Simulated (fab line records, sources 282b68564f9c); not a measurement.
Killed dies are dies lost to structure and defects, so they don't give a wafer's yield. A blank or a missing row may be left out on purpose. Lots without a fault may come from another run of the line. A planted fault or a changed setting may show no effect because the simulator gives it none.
Split-lot experiment | flow rit_cmos | 5 lots, 23 wafers read, on a route of 202 steps

THE SPLIT
At RIT_GATE_CVD_08 (deposits poly-Si from SiH4, target thk 250 nm, time 2220 s), the setting pressure_mtorr was moved away from the recipe's 300 mTorr on 15 of the 23 wafers read, by -7.1% to +14.2%. The other wafers ran this setting at the recipe's value.

The file shows no step between the split and the reading.

THE READING
GATE_POLY_THK, in nm, at RIT_GATE_THK_MEAS_09. Fault-free wafers of this fab line usually give 251.0 nm, standard deviation 2.8 nm.

wafer  | tool, chamber at the split | pressure_mtorr as run, mTorr | against the recipe | GATE_POLY_THK, nm | against lot-mates on the recipe
L075.2 | -, -                       | 335.5                        | +11.8%             | 264.5             | no lot-mate on the recipe
L075.3 | -, -                       | 335.5                        | +11.8%             | 264.2             | no lot-mate on the recipe
L075.4 | -, -                       | 335.5                        | +11.8%             | 265.6             | no lot-mate on the recipe
L075.5 | -, -                       | 335.5                        | +11.8%             | 264.4             | no lot-mate on the recipe
L075.6 | -, -                       | 335.5                        | +11.8%             | 265.7             | no lot-mate on the recipe
L076.1 | -, -                       | 278.8                        | -7.1%              | 239.2             | no lot-mate on the recipe
L076.2 | -, -                       | 278.8                        | -7.1%              | 239.6             | no lot-mate on the recipe
L076.3 | -, -                       | 278.8                        | -7.1%              | 240.6             | no lot-mate on the recipe
L076.4 | -, -                       | 278.8                        | -7.1%              | 238.4             | no lot-mate on the recipe
L076.5 | -, -                       | 278.8                        | -7.1%              | 239.9             | no lot-mate on the recipe
L078.1 | -, -                       | 300                          | recipe             | 251.4             | -
L078.2 | -, -                       | 300                          | recipe             | 251.4             | -
L078.3 | -, -                       | 300                          | recipe             | 251.1             | -
L078.4 | -, -                       | 300                          | recipe             | 251.0             | -
L078.6 | -, -                       | 300                          | recipe             | 252.2             | -
L081.2 | lpcvd-01, 1                | 300                          | recipe             | 250.8             | -
L081.3 | lpcvd-01, 1                | 300                          | recipe             | 249.1             | -
L081.5 | lpcvd-01, 1                | 300                          | recipe             | 251.6             | -
L082.1 | -, -                       | 342.5                        | +14.2%             | 270.3             | no lot-mate on the recipe
L082.2 | -, -                       | 342.5                        | +14.2%             | 268.0             | no lot-mate on the recipe
L082.4 | -, -                       | 342.5                        | +14.2%             | 266.2             | no lot-mate on the recipe
L082.5 | -, -                       | 342.5                        | +14.2%             | 266.8             | no lot-mate on the recipe
L082.6 | -, -                       | 342.5                        | +14.2%             | 266.1             | no lot-mate on the recipe

THE FIT
A straight line over all 23 wafers: GATE_POLY_THK changes by +1.28 nm for each +1% of pressure_mtorr; r = +0.99; the points scatter about the line by 1.4 nm.
Too few moved wafers have a lot-mate on the recipe to fit a line with each lot's own level taken away.

THE WHOLE CHAIN: every reading that the file lists as answering this split, in the file's order
step                 | what it does                                                                    | reading                                                                        | change (the file's fit)              | r (the file's)
RIT_GATE_CVD_08      | deposits poly-Si from SiH4, target thk 250 nm, time 2220 s                      | poly-Si_of_GATE_CVD_08.thk_nm (the simulator's own value, which no gauge read) | +1.29 nm for each +1% of the setting | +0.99
RIT_GATE_THK_MEAS_09 |                                                                                 | GATE_POLY_THK                                                                  | +1.28 for each +1% of the setting    | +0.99
RIT_GATE_ETCH_19     | etches poly-Si in SF6/CHF3/O2, stops on SiO2, time 165 s, target depth 312.5 nm | GATE.feature_depth_nm (the simulator's own value, which no gauge read)         | +1.29 nm for each +1% of the setting | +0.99
RIT_GATE_ETCH_19     | etches poly-Si in SF6/CHF3/O2, stops on SiO2, time 165 s, target depth 312.5 nm | etch.depth_nm (the simulator's own value, which no gauge read)                 | +1.29 nm for each +1% of the setting | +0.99

THE FILE'S OWN FIT
GATE_POLY_THK changes by +1.28 nm for each +1% of pressure_mtorr, r = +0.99.
